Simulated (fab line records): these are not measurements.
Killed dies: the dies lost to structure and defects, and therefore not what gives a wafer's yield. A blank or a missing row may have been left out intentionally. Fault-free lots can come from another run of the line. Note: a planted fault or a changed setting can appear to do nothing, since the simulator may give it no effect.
2 desks looking at one fault -- flow berkeleyCmos170 -- every desk sees just its own numbers, and what lay behind them comes last

## FOR THE TOOL OWNER'S DESK: krfScanner-02
The tool's own readings at UCB170_M1_EXPOSE_06 (exposes mask METAL1, target cd 700 nm): means of the sampled wafers that have a number, for each lot that ran on this tool. Marked OUT: a lot whose mean sits more than 4 standard deviations from the usual mean, which makes it out of limits; the brackets give that distance.
Columns: A = exposureDoseMJCm2 at UCB170_M1_EXPOSE_06, usual 20.981; B = focusOffsetNm at UCB170_M1_EXPOSE_06, usual 0.0 nm
lot,first seen here,A,B
L480,day 7 04:01,20.976,-0.6
L482,day 7 07:40,20.978,0.3
L484,day 7 15:37,20.981,0.7
L489,day 9 02:36,20.961,-0.2
L496,day 10 12:20,20.964,-1.1
L497,day 11 00:57,20.976,-0.3
L498,day 11 01:09,21.006,-0.6
L499,day 11 08:08,20.983,-0.1
L501,day 11 17:03,20.929,0.9
L500,day 11 17:20,21.027,0.1
This desk's finding: nothing out of limits on any of the 10 lots.

## AT THE METROLOGY DESK
What the gauges read, lot by lot, whatever tool the lot ran on: means of the sampled wafers that have a number. Marked OUT: a lot whose mean sits more than 4 standard deviations from the usual mean, which makes it out of limits; the brackets give that distance.
Columns: A = PSD_TW at UCB170_PSD_TW_MEAS_10, usual 2333; B = cdNm at UCB170_NSD_CD_MEAS_06, usual 1200.7 nm
lot,first seen here,A,B
L481,day 6 11:36,2306,1199.9
L480,day 6 11:47,2362,1199.1
L482,day 6 22:39,2321,1202.5
L484,day 7 04:11,2321,1202.5
L483,day 7 04:19,2311,1202.3
L489,day 8 12:28,2320,1198.7
L492,day 9 01:26,2316,1202.0
L491,day 9 01:34,2318,1199.8
L496,day 9 22:48,2360,1198.7
L497,day 10 15:01,2327,1201.1
L498,day 10 15:17,2349,1200.6
L499,day 10 20:50,2347,1202.8
L501,day 11 08:09,2321,1199.7
L500,day 11 08:11,2315,1201.0
This desk's finding: nothing out of limits on any of the 14 lots.

## TAKEN TOGETHER
The tool owner's desk saw nothing out of limits.
Metrology desk: nothing out of limits seen.

## WHAT HAD BEEN PUT IN BY THE SIMULATOR
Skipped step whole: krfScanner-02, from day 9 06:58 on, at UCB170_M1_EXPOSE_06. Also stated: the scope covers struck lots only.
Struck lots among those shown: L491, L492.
